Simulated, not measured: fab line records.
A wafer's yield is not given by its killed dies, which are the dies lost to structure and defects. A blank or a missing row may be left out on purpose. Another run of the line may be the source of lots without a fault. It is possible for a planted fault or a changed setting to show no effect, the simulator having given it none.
Commonality check across tools || flow berkeley_cmos170 || Sampled: 13 lots, 39 wafers

== WHAT PROMPTED THE OPENING ==
At UCB170_GATE_CD_MEAS_12 the reading cd_nm is flagged on 1 of 13 lots. No-fault wafers: 349.7 nm, standard deviation 1.5.
Rule: a lot gets a flag if all its wafers with a number sit over 4 standard deviations from that mean, or if no wafer of it has a number. The rest of the lots are taken to be sound.

{"lot": "L172", "measured": "day 5 12:55", "on": "cd_sem-01", "cd_nm (nm), wafer by wafer": "350.0 350.1 350.2", "flag": ""}
{"lot": "L171", "measured": "day 5 13:17", "on": "cd_sem-01", "cd_nm (nm), wafer by wafer": "348.6 350.0 349.3", "flag": ""}
{"lot": "L173", "measured": "day 6 02:43", "on": "cd_sem-01", "cd_nm (nm), wafer by wafer": "349.1 349.4 349.7", "flag": ""}
{"lot": "L176", "measured": "day 6 19:47", "on": "cd_sem-01", "cd_nm (nm), wafer by wafer": "349.5 347.0 346.8", "flag": ""}
{"lot": "L175", "measured": "day 6 20:52", "on": "cd_sem-01", "cd_nm (nm), wafer by wafer": "348.6 350.0 349.7", "flag": ""}
{"lot": "L180", "measured": "day 7 05:06", "on": "cd_sem-01", "cd_nm (nm), wafer by wafer": "352.4 352.7 350.8", "flag": ""}
{"lot": "L177", "measured": "day 7 05:54", "on": "cd_sem-01", "cd_nm (nm), wafer by wafer": "349.8 349.7 351.3", "flag": ""}
{"lot": "L181", "measured": "day 7 13:34", "on": "cd_sem-01", "cd_nm (nm), wafer by wafer": "350.9 350.4 350.1", "flag": ""}
{"lot": "L178", "measured": "day 7 14:19", "on": "cd_sem-01", "cd_nm (nm), wafer by wafer": "349.5 349.1 348.8", "flag": ""}
{"lot": "L185", "measured": "day 8 11:52", "on": "cd_sem-02", "cd_nm (nm), wafer by wafer": "349.9 349.1 349.5", "flag": ""}
{"lot": "L184", "measured": "day 8 11:53", "on": "cd_sem-01", "cd_nm (nm), wafer by wafer": "349.4 348.2 349.3", "flag": ""}
{"lot": "L189", "measured": "day 9 19:39", "on": "cd_sem-02", "cd_nm (nm), wafer by wafer": "325.9 317.4 333.9", "flag": "FLAGGED"}
{"lot": "L194", "measured": "day 10 16:24", "on": "cd_sem-02", "cd_nm (nm), wafer by wafer": "347.9 348.6 349.2", "flag": ""}
The numbers of the flagged lots are 325.7 nm on average: -24.0 nm against the usual, or -16 standard deviations.

== LOT BY LOT: THE TOOL USED ==
The record holds 1 process step before the reading, out of a route of 331 steps. Every cell lists first the tool, next ch and the chambers used by the sampled wafers, and last the start.
{"lot": "L172", "flag": "", "UCB170_GATE_EXPOSE_09": "krf_scanner-02 ch 0, day 5 12:17"}
{"lot": "L171", "flag": "", "UCB170_GATE_EXPOSE_09": "krf_scanner-01 ch 0, day 5 12:37"}
{"lot": "L173", "flag": "", "UCB170_GATE_EXPOSE_09": "krf_scanner-01 ch 0, day 6 02:20"}
{"lot": "L176", "flag": "", "UCB170_GATE_EXPOSE_09": "krf_scanner-01 ch 0, day 6 18:49"}
{"lot": "L175", "flag": "", "UCB170_GATE_EXPOSE_09": "krf_scanner-02 ch 0, day 6 20:12"}
{"lot": "L180", "flag": "", "UCB170_GATE_EXPOSE_09": "krf_scanner-02 ch 0, day 7 04:43"}
{"lot": "L177", "flag": "", "UCB170_GATE_EXPOSE_09": "krf_scanner-02 ch 0, day 7 05:11"}
{"lot": "L181", "flag": "", "UCB170_GATE_EXPOSE_09": "krf_scanner-02 ch 0, day 7 13:11"}
{"lot": "L178", "flag": "", "UCB170_GATE_EXPOSE_09": "krf_scanner-01 ch 0, day 7 13:28"}
{"lot": "L185", "flag": "", "UCB170_GATE_EXPOSE_09": "krf_scanner-02 ch 0, day 8 11:09"}
{"lot": "L184", "flag": "", "UCB170_GATE_EXPOSE_09": "krf_scanner-02 ch 0, day 8 11:20"}
{"lot": "L189", "flag": "FLAGGED", "UCB170_GATE_EXPOSE_09": "krf_scanner-02 ch 0, day 9 19:15"}
{"lot": "L194", "flag": "", "UCB170_GATE_EXPOSE_09": "krf_scanner-01 ch 0, day 10 15:28"}
What the steps here do:
- UCB170_GATE_EXPOSE_09: exposes mask POLY, target cd 350 nm.
- UCB170_GATE_CD_MEAS_12: target cd 350 nm.

== FLAGGED AGAINST TOTAL, ONE TOOL AT A TIME (gauges that did the reading follow at the end) ==
{"step": "UCB170_GATE_EXPOSE_09", "tool": "krf_scanner-01", "lots run": 5, "flagged": 0, "share of the flagged lots": "none", "sound lots run after its first flagged lot": "-"}
{"step": "UCB170_GATE_EXPOSE_09", "tool": "krf_scanner-02", "lots run": 8, "flagged": 1, "share of the flagged lots": "all", "sound lots run after its first flagged lot": 0}
{"step": "UCB170_GATE_CD_MEAS_12", "tool": "cd_sem-01", "lots run": 10, "flagged": 0, "share of the flagged lots": "none", "sound lots run after its first flagged lot": "-"}
{"step": "UCB170_GATE_CD_MEAS_12", "tool": "cd_sem-02", "lots run": 3, "flagged": 1, "share of the flagged lots": "all", "sound lots run after its first flagged lot": "1 (L194)"}

== THE TABLE: WHAT IT ALLOWS ==
In 2 table rows, all flagged lots were run: krf_scanner-02 (UCB170_GATE_EXPOSE_09), cd_sem-02 (UCB170_GATE_CD_MEAS_12).
- krf_scanner-02 at UCB170_GATE_EXPOSE_09: 1 of its 8 lots flagged. A fault beginning between L184 (day 8 11:20), its last sound lot, and L189 (day 9 19:15), its first flagged one, fits the data. Its own readings lie more than 4 standard deviations out on every wafer of the flagged lots: exposure_dose_mJ_cm2.
- cd_sem-02 at UCB170_GATE_CD_MEAS_12: 1 of its 3 lots flagged. After the first flagged lot (L194), sound lots still ran on it; a lasting fault on the whole tool would not permit that.
Just one tool remains: krf_scanner-02 at UCB170_GATE_EXPOSE_09.

== WHAT HAD BEEN PUT IN BY THE SIMULATOR ==
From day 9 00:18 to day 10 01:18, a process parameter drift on krf_scanner-02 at UCB170_GATE_EXPOSE_09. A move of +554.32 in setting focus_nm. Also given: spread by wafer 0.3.
Shown lots that were struck: L189. The rule given above showed the same thing.
